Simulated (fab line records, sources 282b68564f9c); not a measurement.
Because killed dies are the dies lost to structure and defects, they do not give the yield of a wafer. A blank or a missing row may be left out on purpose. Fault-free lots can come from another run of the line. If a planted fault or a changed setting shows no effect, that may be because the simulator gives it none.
Which tool is to blame? | flow rit cmos | 39 wafers from 13 lots sampled at 2 of the route's 202 steps

## WHAT THE GAUGES READ, wafer by wafer
No reading from a measuring or inspecting step in the record can be judged against a usual standard deviation.

## WHICH TOOL RAN EACH LOT (tool, then ch and the chambers of the sampled wafers, then the start)
lot  | RIT_SPACER_ETCHBACK_05            | RIT_M1_PROBE_99
L764 | rie diel-04 ch 1,2,3, day 2 22:07 | -
L767 | rie diel-04 ch 1,2,3, day 3 13:43 | -
L768 | rie diel-04 ch 0,3, day 3 22:16   | -
L769 | rie diel-02 ch 0,1,2, day 3 23:14 | -
L770 | rie diel-04 ch 0,3, day 4 05:53   | -
L771 | rie diel-02 ch 0,1,2, day 4 12:11 | -
L773 | rie diel-04 ch 0,2,3, day 4 19:42 | -
L774 | rie diel-02 ch 2,3, day 4 23:31   | prober-02, day 5 10:25
L775 | rie diel-02 ch 1,2,3, day 5 06:01 | prober-01, day 5 17:08
L777 | rie diel-04 ch 0,2,3, day 5 17:07 | prober-01, day 6 06:07
L779 | rie diel-02 ch 0,2, day 6 01:14   | -
L786 | rie diel-01 ch 0,3, day 7 15:01   | -
L787 | rie diel-04 ch 0,3, day 7 20:49   | -
- RIT_SPACER_ETCHBACK_05: etches Si3N4 in SF6/CHF3, stops on SiO2, target depth 250 nm, time 240 s.
- RIT_M1_PROBE_99

## AS READ BY THE TOOLS THEMSELVES (means over the sampled wafers that have a number; for cases with no such wafer, the mark the record gives instead)
RIT_SPACER_ETCHBACK_05. Usual: CHF3_flow_sccm 30.00 sccm, standard deviation 0.087; drypump motor current A 6.0 A, standard deviation 0.58; oes product au 0.849 a.u., standard deviation 0.012; throttle valve pct 10.29 %, standard deviation 0.16.
lot  | tool        | CHF3_flow_sccm (sccm) | drypump motor current A (A) | oes product au (a.u.) | throttle valve pct (%) | flag
L764 | rie diel-04 | 30.02                 | 6.2                         | 0.853                 | 10.40                  |
L767 | rie diel-04 | 30.02                 | 6.2                         | 0.837                 | 10.40                  |
L768 | rie diel-04 | 30.16                 | 6.6                         | 0.853                 | 10.50                  |
L769 | rie diel-02 | 30.06                 | 5.5                         | 0.856                 | 10.21                  |
L770 | rie diel-04 | 30.05                 | 6.6                         | 0.856                 | 10.41                  |
L771 | rie diel-02 | 29.97                 | 5.5                         | 0.850                 | 10.22                  |
L773 | rie diel-04 | 29.99                 | 6.2                         | 0.845                 | 10.35                  |
L774 | rie diel-02 | 29.95                 | 5.9                         | 0.845                 | 10.32                  |
L775 | rie diel-02 | 29.96                 | 5.8                         | 0.860                 | 10.24                  |
L777 | rie diel-04 | 30.05                 | 6.2                         | 0.849                 | 10.35                  |
L779 | rie diel-02 | 30.05                 | 5.4                         | 0.883                 | 10.32                  |
L786 | rie diel-01 | 29.96                 | 5.9                         | 0.849                 | 10.09                  |
L787 | rie diel-04 | 30.07                 | 6.6                         | 0.855                 | 10.40                  |

RIT_M1_PROBE_99. Usual: killed at contacts 0.1, standard deviation 0.34; killed at front end 7, standard deviation 3; killed dies 7, standard deviation 3.1; killed open 3.4, standard deviation 1.9; killed short 3.4, standard deviation 2.1.
lot  | tool      | killed at contacts | killed at front end | killed dies | killed open | killed short | flag
L774 | prober-02 | 0.0                | 5                   | 5           | 3.0         | 2.3          |
L775 | prober-01 | 0.0                | 8                   | 8           | 2.7         | 3.7          |
L777 | prober-01 | 0.0                | 3                   | 3           | 1.7         | 1.7          |

## THE ANSWER, worked out from the rows above alone
Rule: take the mean of a lot's wafers that have a number; if it is more than 3 standard deviations from the usual mean, the lot is off. A lot without any number at a reading at which 4 lots or more have one is off too. The other lots that the step has rows for count as sound. Order of review: gauges by route order, followed by the tools' own readings, for which a lot's mean as printed above is used. The first step at which some lot is off is used, and at that step the reading that is off furthest; a lot without a number counts as furthest.
None of the lots is off at any reading shown; this tells nothing.

## WHAT HAD BEEN PUT IN BY THE SIMULATOR
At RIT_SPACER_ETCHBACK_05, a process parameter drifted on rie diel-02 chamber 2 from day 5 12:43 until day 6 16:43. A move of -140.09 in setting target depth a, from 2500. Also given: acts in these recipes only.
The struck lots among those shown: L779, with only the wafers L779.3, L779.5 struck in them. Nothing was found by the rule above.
